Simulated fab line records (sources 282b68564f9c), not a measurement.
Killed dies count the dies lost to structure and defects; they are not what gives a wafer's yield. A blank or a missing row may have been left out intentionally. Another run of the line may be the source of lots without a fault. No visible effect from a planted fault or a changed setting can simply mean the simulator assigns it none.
Comparing a struck lot with a sound one + flow rit_cmos + 30 steps out of a route of 202
Sound: wafers L696.2, L696.5, L696.6. Struck: wafers L709.2, L709.3, L709.5. The cause is named last.
Order at every step that has rows: each side's tool, ch and its chambers, its first start. Under that, the readings that differ: sound wafers + struck wafers + difference of the means + sigmas: that difference in standard deviations of wafers without a fault.
alike: same words and numbers on both sides, and readings whose means sit less than 2 such deviations apart. not compared: any withheld reading, any reading some wafer has no value for, any bound like >300 that may hide the same value, and any number with overlapping values for which the record gives no deviation.
A row with sigmas, a row that says differs or no value, or rows on one side alone: a step with any of these is where the two part. When numbers do not overlap yet have no deviation, they are printed without sigmas and do not part them. A reading missing from all wafers of one side parts the sides only when that side holds two or more wafers.

RIT_FOX2_THK_MEAS_01:
  sound on film_metro-02, day 2 10:49; struck on film_metro-03, day 5 03:29
  alike: FOX2_OXIDE_THK
then, 2 steps without rows for these wafers: RIT_FOX2_CLEAN_02 (cleans in dHF, time 180 s); RIT_FOX2_WET_ETCH_03 (etches Si3N4 in H3PO4, target depth 195 nm, time 2700 s).
RIT_FOX2_THK_MEAS_90:
  sound on film_metro-02, day 2 12:35; struck on film_metro-04, day 5 05:11
  alike: FIELD_OXIDE_LEFT_1_THK
then, 6 steps without rows for these wafers: RIT_NWELL_HMDS_00 (prime time 60 s); RIT_NWELL_COAT_01 (resist thk 1300 nm); RIT_NWELL_SOFTBAKE_02 (time 60 s); RIT_NWELL_EXPOSE_03 (exposes mask M2, target cd 43900 nm); RIT_NWELL_PEB_04; RIT_NWELL_DEVELOP_05 (develop time 68 s).
RIT_NWELL_OVL_MEAS_06:
  sound on overlay-01, day 2 13:35; struck on overlay-01, day 5 06:07
  alike: NWELL_OVL
then, 1 step without rows for these wafers: RIT_NWELL_HARDBAKE_07 (time 120 s).
RIT_NWELL_IMPLANT_08:
  sound on implanter-02 ch 0, day 2 13:53; struck on implanter-02 ch 0, day 5 06:25
| reading            | sound                     | struck                    | difference | sigmas      |
|--------------------|---------------------------|---------------------------|------------|-------------|
| dose_ions_cm2      | 4.993e+13 4.999e+13 5e+13 | 7.995e+13 8e+13 7.993e+13 | +2.999e+13 | +99 or more |
| faraday_current_uA | 160 158 153               | 257 264 253               | +101       | +33         |
  alike: beam_energy_keV
RIT_NWELL_STRIP_09: strips in O2, time 180 s.
  sound on plasma_asher-03 ch 0,1, day 2 14:01; struck on plasma_asher-01 ch 1, day 5 06:32
  alike: drypump_motor_current_A
  not compared: rf_hours_counter_h
RIT_NWELL_TW_MEAS_10:
  sound on film_metro-04, day 2 14:11; struck on film_metro-01, day 5 06:44
| reading  | sound          | struck         | difference | sigmas |
|----------|----------------|----------------|------------|--------|
| NWELL_TW | 2130 2136 2122 | 2499 2490 2495 | +365       | +15    |
then, 6 steps without rows for these wafers: RIT_PWELL_HMDS_00 (prime time 60 s); RIT_PWELL_COAT_01 (resist thk 1300 nm); RIT_PWELL_SOFTBAKE_02 (time 60 s); RIT_PWELL_EXPOSE_03 (exposes mask M3, target cd 43700 nm); RIT_PWELL_PEB_04; RIT_PWELL_DEVELOP_05 (develop time 68 s).
RIT_PWELL_OVL_MEAS_06:
  sound on overlay-02, day 2 15:08; struck on overlay-02, day 5 07:40
  alike: PWELL_OVL
then, 2 steps without rows for these wafers: RIT_PWELL_HARDBAKE_07 (time 120 s); RIT_PWELL_IMPLANT_08.
RIT_PWELL_STRIP_09: strips in O2, time 180 s.
  sound on plasma_asher-02 ch 0,1, day 2 15:34; struck on plasma_asher-04 ch 0,1, day 5 08:05
  alike: drypump_motor_current_A
  not compared: rf_hours_counter_h
RIT_PWELL_TW_MEAS_10:
  sound on film_metro-03, day 2 15:45; struck on film_metro-01, day 5 08:17
  alike: PWELL_TW
then, 1 step without rows for these wafers: RIT_WELLDRIVE_ANNEAL_00 (time 14700 s).
RIT_WELLDRIVE_RS_MEAS_01: the measuring method here is four-point-probe.
  sound on film_metro-03, day 2 20:55; struck on film_metro-01, day 5 13:40
| reading           | sound             | struck            | difference | sigmas |
|-------------------|-------------------|-------------------|------------|--------|
| NWELL_RS (ohm/sq) | 276.1 275.1 275.1 | 207.4 207.2 207.2 | -68.2      | -87    |
RIT_WELLDRIVE_RS_MEAS_02: the measuring method here is four-point-probe.
  sound on film_metro-03, day 2 21:02; struck on film_metro-01, day 5 13:47
  alike: PWELL_RS
RIT_M1_PROBE_99:
  sound on prober-02, day 4 04:05; struck on prober-01, day 6 20:47
| reading                                 | sound             | struck            | difference | sigmas |
|-----------------------------------------|-------------------|-------------------|------------|--------|
| model.etest.pmos_0p3.r_on_ohm_um        | 6351 6254 6281    | 6814 7039 6791    | +586       |        |
| model.etest.pmos_turned.r_on_ohm_um     | 3412 3415 3446    | 3894 3978 3928    | +509       |        |
| model.etest.pmos_0p15.r_on_ohm_um       | 2776 2736 2769    | 3002 3143 3057    | +307       |        |
| model.etest.nwell_pinched.rs_ohm_sq     | 332 338.1 328.3   | 250.9 251 252.6   | -81.3      |        |
| model.etest.well_edge_left.line_ohm_um  | 183.2 181.7 178.2 | 131.3 131.3 131.3 | -49.7      |        |
| model.etest.well_edge_right.line_ohm_um | 182.1 183.4 180.6 | 132.5 133 129.8   | -50.3      |        |
| model.etest.pmos_turned.drive_ua_um     | 189.4 191.7 186.6 | 153.8 148.6 149.6 | -38.6      |        |
| model.etest.pmos_0p15.drive_ua_um       | 254.4 259 252.1   | 222.2 211.4 220.2 | -37.2      |        |
  alike: killed_at_M0_to_M3, killed_at_front_end, killed_dies, killed_open, killed_short

== WHERE THEY PART ==
First at RIT_NWELL_IMPLANT_08; last, within this record, at RIT_WELLDRIVE_RS_MEAS_01. Later steps at which nothing parts them and some readings are alike: RIT_WELLDRIVE_RS_MEAS_02, RIT_M1_PROBE_99.

WHY: the cause the simulator had injected
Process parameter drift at RIT_NWELL_IMPLANT_08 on implanter-02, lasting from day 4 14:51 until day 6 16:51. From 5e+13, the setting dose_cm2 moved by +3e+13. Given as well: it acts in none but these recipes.
